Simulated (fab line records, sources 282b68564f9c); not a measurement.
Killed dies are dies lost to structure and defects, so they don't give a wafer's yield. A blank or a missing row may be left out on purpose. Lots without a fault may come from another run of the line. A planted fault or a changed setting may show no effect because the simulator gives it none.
fab line records | flow rit_cmos
record lots=5 wafers=27
route steps=202 shown FOX1@20 SPACER@130 NSD@131 PSD@151 SDANNEAL@153 M1@192
start_h: hours from the record's first day to the start of the lot's first wafer shown | wait_h: hours since the lot's step before | " the same as in the row above | L1.1+2: a row that stands for several wafers | - no value, or no start given | * or withheld: withheld | < > ~ a bound
route shown NAME@n: a module of which the file shows steps, and the number in the route of the first | usual: mean/standard deviation of fault-free wafers | same: alike in all rows | chamber/n: place in a boat | sites: the reading at each site | _std_site: their standard deviation | _edge_site: outer sites' mean less inner sites' | radius_mm: how far each site lies from the wafer's centre | mask NAME#n: copy n | behind: the tool/chamber that last shaped the wafer | hold: why the lot was held/for how many hours/how that ended | device: the transistor (n, p or np) that didn't switch | end of line: the same wafers' tests at the end of the route | a step without rows: its recipe alone | killed: dies lost to structure and defects at the first sort, not the wafer's yield | map: a wafer's dies, x killed, . not, _ none there
set.NAME: the setting as run; set.NAME@STEP: as run at that earlier step | model.NAME: the simulator's own value behind a step, which no gauge read
lots whose settings were changed on purpose; a table a step, a row a wafer
## steps
# step RIT_FOX1_OXIDATION_00
# recipe temp_c=1100 ambient=H2O target_thk_a=3507 p_h2o_torr=720 ox_time_s=1130
# columns lot.wafer tool chamber start_h wait_h set.ox_time_s model.SiO2_of_FOX1_OXIDATION_00.thk_nm model.Si3N4_of_ACTIVE_CVD_03.thk_nm
L075.1 - - - 1.3 1760 451 140.5
L075.2 " - " " 1760 450 138.9
L075.3 " - " " 1760 455.2 139.1
L075.4 " - " " 1760 454.2 139.9
L075.5 " - " " 1760 447.3 139.1
L075.6 " - " " 1760 452.8 139.3
L077.1 - - - 0.7 1722 448.4 140.4
L077.2 " - " " 1722 446.9 141.6
L077.3 " - " " 1722 448.2 141.5
L077.4 " - " " 1722 455.6 142.3
L077.5 " - " " 1722 451.3 140.8
L077.6 " - " " 1722 448 141.1
L078.1 - - - 0.5 504.4 217.6 143.4
L078.2 " - " " 504.4 212.3 145.9
L078.3 " - " " 504.4 223.6 145.4
L078.4 " - " " 504.4 212.6 145.4
L078.5 " - " " 504.4 218.5 146.6
L078.6 " - " " 504.4 215.2 145.2
L080.4 furnace-03 0 48.03 2.5 1130 344.5 144.4
L080.5 " 0 " " 1130 346.2 143.4
L080.6 " 0 " " 1130 349.2 144.3
L084.1 - - - 0.2 1130 344.6 142.5
L084.2 " - " " 1130 338.9 142.7
L084.3 " - " " 1130 337.4 143.8
L084.4 " - " " 1130 340.3 142.9
L084.5 " - " " 1130 337.9 142.3
L084.6 " - " " 1130 336 142.2
# step RIT_FOX1_THK_MEAS_01
# recipe reads=SiO2_of_FOX1_OXIDATION_00
# usual FOX1_OXIDE_THK=349/7
# columns lot.wafer tool chamber start_h wait_h set.ox_time_s@FOX1_OXIDATION_00 FOX1_OXIDE_THK[nm]
L075.1 film_metro-03 - - - 1760 451
L075.2 " - " " 1760 450
L075.3 " - " " 1760 456
L075.4 " - " " 1760 454
L075.5 " - " " 1760 447
L075.6 " - " " 1760 453
L077.1 film_metro-01 - - - 1722 448
L077.2 " - " " 1722 447
L077.3 " - " " 1722 448
L077.4 " - " " 1722 456
L077.5 " - " " 1722 451
L077.6 " - " " 1722 448
L078.1 film_metro-03 - - - 504.4 218
L078.2 " - " " 504.4 212
L078.3 " - " " 504.4 224
L078.4 " - " " 504.4 213
L078.5 " - " " 504.4 218
L078.6 " - " " 504.4 215
L080.4 film_metro-01 - 49.38 0.0 1130 345
L080.5 " - " " 1130 346
L080.6 " - " " 1130 349
L084.1 film_metro-01 - - - 1130 345
L084.2 " - " " 1130 339
L084.3 " - " " 1130 337
L084.4 " - " " 1130 340
L084.5 " - " " 1130 338
L084.6 " - " " 1130 336
# step RIT_SPACER_ETCHBACK_05
# recipe target_depth_a=2500 SF6_flow_sccm=30 CHF3_flow_sccm=30 target=Si3N4 chemistry=SF6/CHF3 pressure_mtorr=40 rf_w=250 time_s=240 stop_on=SiO2
# usual oes_product_au=0.848/0.017
# columns lot.wafer tool chamber start_h wait_h set.time_s oes_product_au model.etch.depth_nm model.poly-Si_of_GATE_CVD_08.thk_nm model.SiO2_of_FOX2_OXIDATION_00.thk_nm
L075.1 rie_diel-02 2 52.03 0.1 240 0.851 251.6 166.2 173.8
L075.2 " 1 " " 131.9 1.024 172.7 195.2 202.6
L075.3 " 0 " " 240 0.854 253.3 166.9 177.3
L075.4 " 3 " " 131.9 1.008 172.4 194.7 200.1
L075.5 " 0 " " 240 0.849 253.7 164.9 171.6
L075.6 " 1 " " 131.9 1.013 171.3 194.6 195.1
L077.1 rie_diel-04 3 65.21 0.1 176.3 1.050 235.5 181.8 184.1
L077.2 " 1 " " 240 0.826 249.8 162.1 173.3
L077.3 " 2 " " 240 0.824 250.5 164 174.7
L077.4 " 0 " " 176.3 1.020 230.2 184.1 188.2
L077.5 " 2 " " 176.3 0.994 233.9 180 188.4
L077.6 " 3 " " 240 0.879 252.7 165.4 173
L078.1 rie_diel-01 2 69.16 0.1 240 0.825 250.5 169.4 189.5
L078.2 " 3 " " 240 0.859 251.7 165.5 187.1
L078.3 " 1 " " 240 0.850 249.8 169.5 191
L078.4 " 0 " " 240 0.829 250.5 170.2 181.7
L078.5 " 3 " " 240 0.856 250.2 169.9 186.9
L078.6 " 0 " " 240 0.835 251.2 169.2 191.5
L080.4 rie_diel-02 2 81.24 0.0 240 0.864 251.5 168.2 174.9
L080.5 " 0 " " 240 0.855 250.8 166.3 175.7
L080.6 " 1 " " 240 0.861 250.2 163.3 172.5
L084.1 rie_diel-04 2 101.90 0.1 240 0.824 247.8 167.5 171.4
L084.2 " 3 " " 240 0.869 250 167.6 174.5
L084.3 " 1 " " 240 0.821 249.8 165.6 175.8
L084.4 " 0 " " 240 0.855 250.7 169.7 183.4
L084.5 " 1 " " 240 0.827 249.9 165.8 178.5
L084.6 " 0 " " 240 0.855 249.6 168.7 178.1
# step RIT_NSD_HMDS_00
# recipe prime_time_s=60 prime_temp_c=140
# step RIT_NSD_COAT_01
# recipe resist=NOVOLAK spin_rpm=3250 resist_thk_nm=1000
# step RIT_PSD_STRIP_09
# recipe chemistry=O2 time_s=180 resist=NOVOLAK platen_temp_c=withheld power_w=500 pressure_mtorr=4000 o2_flow_sccm=4000
# step RIT_SDANNEAL_CLEAN_00
# recipe chemistry=SC1 mix=3:3:50 time_s=600 temp_c=75
# columns lot.wafer tool chamber start_h wait_h set.time_s@SPACER_ETCHBACK_05 model.Si3N4_of_SPACER_CVD_03.thk_nm
L075.1 wet_bench-03 2 55.23 0.1 240 196.9
L075.2 " 2 " " 131.9 221.7
L075.3 " 2 " " 240 198.2
L075.4 " 2 " " 131.9 221.5
L075.5 " 2 " " 240 198.4
L075.6 " 2 " " 131.9 220.9
L077.1 wet_bench-03 2 68.20 0.1 176.3 209.2
L077.2 " 2 " " 240 193.1
L077.3 " 2 " " 240 194.7
L077.4 " 2 " " 176.3 210.4
L077.5 " 2 " " 176.3 209.6
L077.6 " 2 " " 240 196.2
L078.1 wet_bench-01 1 72.28 0.1 240 196.7
L078.2 " 1 " " 240 197.2
L078.3 " 1 " " 240 195.8
L078.4 " 1 " " 240 196.1
L078.5 " 1 " " 240 196.5
L078.6 " 1 " " 240 196.9
L080.4 wet_bench-02 0 84.43 0.0 240 196.6
L080.5 " 0 " " 240 196
L080.6 " 0 " " 240 195
L084.1 wet_bench-01 1 105.14 0.1 240 192.8
L084.2 " 1 " " 240 194.9
L084.3 " 1 " " 240 193.8
L084.4 " 1 " " 240 197
L084.5 " 1 " " 240 193.6
L084.6 " 1 " " 240 195.7
# step RIT_M1_DEVELOP_08
# recipe resist=NOVOLAK develop_time_s=68 dev_temp_c=23
# columns lot.wafer tool chamber start_h wait_h set.develop_time_s
L075.1+3+4 litho_track-02 0 - - 68
L075.2+5+6 " 0 " " 78.21
L077.1+5+6 litho_track-02 0 - - 90.82
L077.2+3+4 " 0 " " 68
L078.1+2+4 litho_track-03 0 - - 68
L078.3+5+6 " 0 " " 108
L080.4+5+6 litho_track-03 0 - - 68
L084.1+2+6 litho_track-04 0 - - 68
L084.3+4+5 " 0 " " 50.3
# step RIT_M1_CD_MEAS_09
# recipe target_cd_nm=2600
# usual cd_nm=2599.1/1.6
# columns lot.wafer tool chamber start_h wait_h set.develop_time_s@M1_DEVELOP_08 cd_nm
L075.1 cd_sem-01 - 60.43 - 68 2600.3
L075.2 " - " " 78.21 2588.1
L075.3 " - " " 68 2602.1
L075.4 " - " " 68 2601.3
L075.5 " - " " 78.21 2585.4
L075.6 " - " " 78.21 2587.8
L077.1 cd_sem-02 - 73.50 - 90.82 2574.5
L077.2 " - " " 68 2601.0
L077.3 " - " " 68 2601.4
L077.4 " - " " 68 2600.2
L077.5 " - " " 90.82 2578.1
L077.6 " - " " 90.82 2575.3
L078.1 cd_sem-02 - 77.54 - 68 2600.5
L078.2 " - " " 68 2598.7
L078.3 " - " " 108 2559.5
L078.4 " - " " 68 2599.1
L078.5 " - " " 108 2560.0
L078.6 " - " " 108 2558.2
L080.4 cd_sem-01 - 89.55 - 68 2596.4
L080.5 " - " " 68 2598.2
L080.6 " - " " 68 2599.1
L084.1 cd_sem-01 - 110.34 - 68 2600.4
L084.2 " - " " 68 2597.2
L084.3 " - " " 50.3 2628.2
L084.4 " - " " 50.3 2627.6
L084.5 " - " " 50.3 2627.9
L084.6 " - " " 68 2599.8
# step RIT_M1_HARDBAKE_11
# recipe resist=NOVOLAK temp_c=140 time_s=120
# step RIT_M1_METAL_ETCH_12
# recipe stop_on=SiO2 chemistry=Cl2/BCl3 target=Al time_s=165 over_etch_frac=0.5 pressure_mtorr=100 target_depth_a=6000 rf_w=240.5 Cl2_flow_sccm=60 bcl3_flow_sccm=50
# columns lot.wafer tool chamber start_h wait_h set.develop_time_s@M1_DEVELOP_08 model.M1.cd_nm
L075.1 rie_metal-04 0 60.84 0.2 68 2601
L075.2+6 " 1 " " 78.21 2592
L075.3 " 1 " " 68 2606
L075.4 " 0 " " 68 2602
L075.5 " 0 " " 78.21 2585
L077.1 rie_metal-02 1 73.91 0.2 90.82 2577
L077.2 " 0 " " 68 2601
L077.3 " 1 " " 68 2603
L077.4 " 0 " " 68 2600
L077.5 " 0 " " 90.82 2579
L077.6 " 1 " " 90.82 2578
L078.1 rie_metal-04 0 77.95 0.2 68 2602
L078.2+4 " 1 " " 68 2604
L078.3 " 0 " " 108 2561
L078.5 " 0 " " 108 2562
L078.6 " 1 " " 108 2563
L080.4 rie_metal-02 1 89.95 0.1 68 2600
L080.5 " 0 " " 68 2599
L080.6 " 1 " " 68 2601
L084.1 rie_metal-04 0 110.75 0.2 68 2600
L084.2 " 1 " " 68 2602
L084.3 " 0 " " 50.3 2628
L084.4+5 " 1 " " 50.3 2633
L084.6 " 0 " " 68 2599
# step RIT_M1_PROBE_99
# usual killed_at_contacts=0.0/0.2 killed_at_front_end=7/3.2 killed_dies=7/3.2 killed_open=3.2/2 killed_short=3.6/2.1
# same gross_dies=264 killed_at_M0_to_M3=0 killed_at_M4_up=0 killed_at_back_side=0 killed_at_other=0
# columns lot.wafer tool chamber start_h wait_h set.ox_time_s@FOX1_OXIDATION_00 set.develop_time_s@M1_DEVELOP_08 killed_at_contacts killed_at_front_end killed_dies killed_open killed_short model.etest.m1.width_nm model.etest.nldd.width_nm model.etest.nmos_narrow.drive_ua_um model.etest.nplus_sal.width_nm model.etest.pldd.width_nm model.etest.pplus_sal.width_nm
L075.1 prober-01 - 63.09 0.1 1760 68 1 10 11 7 4 2596 3038 200 3335 3027 3343
L075.2 prober-01 - 63.14 0.1 1760 78.21 0 264 264 1 3 2593 - - - - -
L075.3 prober-01 - 63.19 0.2 1760 68 0 7 7 1 6 2608 3016 196.7 3336 3011 3319
L075.4 prober-01 - 63.24 0.2 1760 68 0 264 264 2 2 2596 - - - - -
L075.5 prober-01 - 63.29 0.2 1760 78.21 0 3 3 2 1 2581 3039 203.6 3320 3059 3342
L075.6 prober-01 - 63.34 0.2 1760 78.21 0 264 264 1 1 2594 - - - - -
L077.1 prober-01 - 76.18 0.1 1722 90.82 0 264 264 4 2 2576 - - - - -
L077.2 prober-01 - 76.23 0.1 1722 68 0 6 6 5 1 2590 3055 204.4 3356 3039 3355
L077.3 prober-01 - 76.28 0.2 1722 68 0 9 9 5 4 2601 3041 207.5 3357 3044 3363
L077.4 prober-01 - 76.33 0.2 1722 68 0 264 264 3 2 2588 - - - - -
L077.5 prober-01 - 76.38 0.2 1722 90.82 0 262 262 3 5 2582 - - - - -
L077.6 prober-01 - 76.43 0.2 1722 90.82 0 4 4 2 2 2572 3052 204.7 3349 3060 3355
L078.1 prober-02 - 80.22 0.1 504.4 68 0 10 10 6 4 2602 3262 243.6 3559 3276 3563
L078.2 prober-02 - 80.27 0.1 504.4 68 0 3 3 2 1 2600 3281 250.8 3578 3302 3583
L078.3 prober-02 - 80.32 0.2 504.4 108 0 11 11 4 7 2556 3272 254 3564 3265 3562
L078.4 prober-02 - 80.37 0.2 504.4 68 0 10 10 5 5 2602 3294 254.8 3582 3283 3588
L078.5 prober-02 - 80.42 0.2 504.4 108 0 8 8 2 6 2559 3284 252.6 3585 3274 3550
L078.6 prober-02 - 80.47 0.2 504.4 108 0 6 6 2 4 2561 3300 252 3582 3285 3592
L080.4 prober-02 - 92.33 0.2 1130 68 0 9 9 2 6 2603 3209 228.5 3447 3199 3436
L080.5 prober-02 - 92.38 0.2 1130 68 0 3 3 3 0 2596 3200 229.3 3446 3190 3452
L080.6 prober-02 - 92.43 0.2 1130 68 0 5 5 5 0 2601 3184 232.8 3474 3190 3493
L084.1 prober-02 - 113.00 0.1 1130 68 0 12 12 2 10 2597 3212 224.6 3467 3198 3470
L084.2 prober-02 - 113.05 0.1 1130 68 0 14 14 9 5 2597 3208 234.5 3469 3205 3466
L084.3 prober-02 - 113.10 0.2 1130 50.3 0 14 14 8 6 2630 3180 231.3 3474 3211 3477
L084.4 prober-02 - 113.15 0.2 1130 50.3 0 2 2 1 0 2624 3176 224.4 3461 3154 3449
L084.5 prober-02 - 113.20 0.2 1130 50.3 0 6 6 2 4 2634 3184 230.1 3488 3190 3482
L084.6 prober-02 - 113.25 0.2 1130 68 0 10 10 2 8 2600 3178 226.2 3456 3184 3479
# killed by level:class
L075.1 GATE:geometric_particle:open=3 FOX1:geometric_particle:short=2 FOX1:geometric_particle:open=1 GATE:geometric_particle:short=1 SPACER:geometric_particle:open=1 SILICIDE:geometric_particle:open=1 SILICIDE:geometric_particle:short=1 CONTACT:geometric_particle:open=1
L075.2 SPACER:area_etchback=260 FOX2:geometric_particle:short=1 GATE:geometric_particle:short=1 GATE:geometric_particle:open=1 SPACER:geometric_particle:short=1
L075.3 GATE:geometric_particle:short=4 SILICIDE:geometric_particle:short=2 GATE:geometric_particle:open=1
L075.4 SPACER:area_etchback=260 GATE:geometric_particle:short=2 FOX1:geometric_particle:open=1 GATE:geometric_particle:open=1
L075.5 GATE:geometric_particle:open=1 REOX:geometric_particle:open=1 SILICIDE:geometric_particle:short=1
L075.6 SPACER:area_etchback=262 REOX:geometric_particle:short=1 REOX:geometric_particle:open=1
L077.1 SPACER:area_etchback=258 GATE:geometric_particle:open=2 FOX1:geometric_particle:open=1 GATE:geometric_particle:short=1 SILICIDE:geometric_particle:short=1 SILICIDE:geometric_particle:open=1
L077.2 REOX:geometric_particle:open=3 SPACER:geometric_particle:open=2 FOX1:geometric_particle:short=1
L077.3 REOX:geometric_particle:short=2 REOX:geometric_particle:open=2 FOX1:geometric_particle:open=1 FOX1:geometric_particle:short=1 FOX2:geometric_particle:open=1 GATE:geometric_particle:open=1 GATE:geometric_particle:short=1
L077.4 SPACER:area_etchback=259 FOX1:geometric_particle:open=1 GATE:geometric_particle:open=1 REOX:geometric_particle:open=1 REOX:geometric_particle:short=1 SILICIDE:geometric_particle:short=1
L077.5 SPACER:area_etchback=254 REOX:geometric_particle:short=3 FOX1:geometric_particle:short=1 GATE:geometric_particle:short=1 GATE:geometric_particle:open=1 REOX:geometric_particle:open=1 SILICIDE:geometric_particle:open=1
L077.6 FOX2:geometric_particle:short=2 FOX2:geometric_particle:open=1 REOX:geometric_particle:open=1
L078.1 REOX:geometric_particle:short=4 FOX1:geometric_particle:open=2 REOX:geometric_particle:open=2 GATE:geometric_particle:open=1 SPACER:geometric_particle:open=1
L078.2 GATE:geometric_particle:short=1 REOX:geometric_particle:open=1 SPACER:geometric_particle:open=1
L078.3 SILICIDE:geometric_particle:short=3 REOX:geometric_particle:short=2 ACTIVE:geometric_particle:open=1 FOX2:geometric_particle:open=1 GATE:geometric_particle:short=1 GATE:geometric_particle:open=1 REOX:geometric_particle:open=1 SPACER:geometric_particle:short=1
L078.4 REOX:geometric_particle:short=2 SPACER:geometric_particle:short=2 ACTIVE:geometric_particle:open=1 FOX1:geometric_particle:open=1 FOX2:geometric_particle:open=1 GATE:geometric_particle:open=1 GATE:geometric_particle:short=1 REOX:geometric_particle:open=1
L078.5 FOX1:geometric_particle:short=2 REOX:geometric_particle:short=2 FOX1:geometric_particle:open=1 GATE:geometric_particle:open=1 GATE:geometric_particle:short=1 SPACER:geometric_particle:short=1
L078.6 REOX:geometric_particle:open=2 SPACER:geometric_particle:short=2 FOX2:geometric_particle:short=1 REOX:geometric_particle:short=1
L080.4 GATE:geometric_particle:short=2 REOX:geometric_particle:short=2 FOX1:geometric_particle:open=1 FOX1:geometric_particle:short=1 GATE:geometric_particle:open=1 SPACER:geometric_particle:short=1 PWELL:coat_microbubble_printed=1
L080.5 SILICIDE:geometric_particle:open=3
L080.6 SILICIDE:geometric_particle:open=2 GATE:geometric_particle:open=2 FOX1:geometric_particle:open=1
L084.1 GATE:geometric_particle:short=4 SPACER:geometric_particle:short=4 FOX1:geometric_particle:short=1 GATE:geometric_particle:open=1 SILICIDE:geometric_particle:open=1 SILICIDE:geometric_particle:short=1
L084.2 GATE:geometric_particle:short=4 GATE:geometric_particle:open=4 REOX:geometric_particle:open=2 SPACER:geometric_particle:open=2 FOX1:geometric_particle:open=1 SPACER:geometric_particle:short=1
L084.3 GATE:geometric_particle:open=3 FOX2:geometric_particle:open=2 GATE:geometric_particle:short=2 SPACER:geometric_particle:open=2 SPACER:geometric_particle:short=2 FOX2:geometric_particle:short=1 REOX:geometric_particle:short=1 SILICIDE:geometric_particle:open=1
L084.4 SILICIDE:geometric_particle:open=1 GATE:coat_microbubble_printed=1
L084.5 GATE:geometric_particle:short=2 SILICIDE:geometric_particle:short=2 GATE:geometric_particle:open=1 REOX:geometric_particle:open=1
L084.6 GATE:geometric_particle:short=4 SPACER:geometric_particle:short=2 SILICIDE:geometric_particle:short=2 GATE:geometric_particle:open=1 SPACER:geometric_particle:open=1
## key
split step=RIT_FOX1_OXIDATION_00 setting=ox_time_s stated=1130 by=lot
response step=RIT_FOX1_OXIDATION_00 reading=model.SiO2_of_FOX1_OXIDATION_00.thk_nm change=+2.12 per=1% r=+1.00
response step=RIT_FOX1_OXIDATION_00 reading=model.Si3N4_of_ACTIVE_CVD_03.thk_nm change=-0.0464 per=1% r=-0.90
response step=RIT_FOX1_THK_MEAS_01 reading=FOX1_OXIDE_THK change=+2.13 per=1% r=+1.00
response step=RIT_M1_PROBE_99 reading=model.etest.nplus_sal.width_nm change=-2.13 per=1% r=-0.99
response step=RIT_M1_PROBE_99 reading=model.etest.pplus_sal.width_nm change=-2.08 per=1% r=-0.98
response step=RIT_M1_PROBE_99 reading=model.etest.pldd.width_nm change=-2.2 per=1% r=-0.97
response step=RIT_M1_PROBE_99 reading=model.etest.nldd.width_nm change=-2.21 per=1% r=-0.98
response step=RIT_M1_PROBE_99 reading=model.etest.nmos_narrow.drive_ua_um change=-0.443 per=1% r=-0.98
split step=RIT_SPACER_ETCHBACK_05 setting=time_s stated=240 by=wafer
response step=RIT_SPACER_ETCHBACK_05 reading=oes_product_au change=-0.00443 per=1% r=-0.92
response step=RIT_SPACER_ETCHBACK_05 reading=model.etch.depth_nm change=+1.5 per=1% r=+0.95
response step=RIT_SPACER_ETCHBACK_05 reading=model.poly-Si_of_GATE_CVD_08.thk_nm change=-0.651 per=1% r=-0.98
response step=RIT_SPACER_ETCHBACK_05 reading=model.SiO2_of_FOX2_OXIDATION_00.thk_nm change=-0.541 per=1% r=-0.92
response step=RIT_SDANNEAL_CLEAN_00 reading=model.Si3N4_of_SPACER_CVD_03.thk_nm change=-0.534 per=1% r=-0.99
split step=RIT_M1_DEVELOP_08 setting=develop_time_s stated=68 by=wafer
response step=RIT_M1_CD_MEAS_09 reading=cd_nm change=-0.758 per=1% r=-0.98
response step=RIT_M1_METAL_ETCH_12 reading=model.M1.cd_nm change=-0.771 per=1% r=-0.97
response step=RIT_M1_PROBE_99 reading=model.etest.m1.width_nm change=-0.739 per=1% r=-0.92
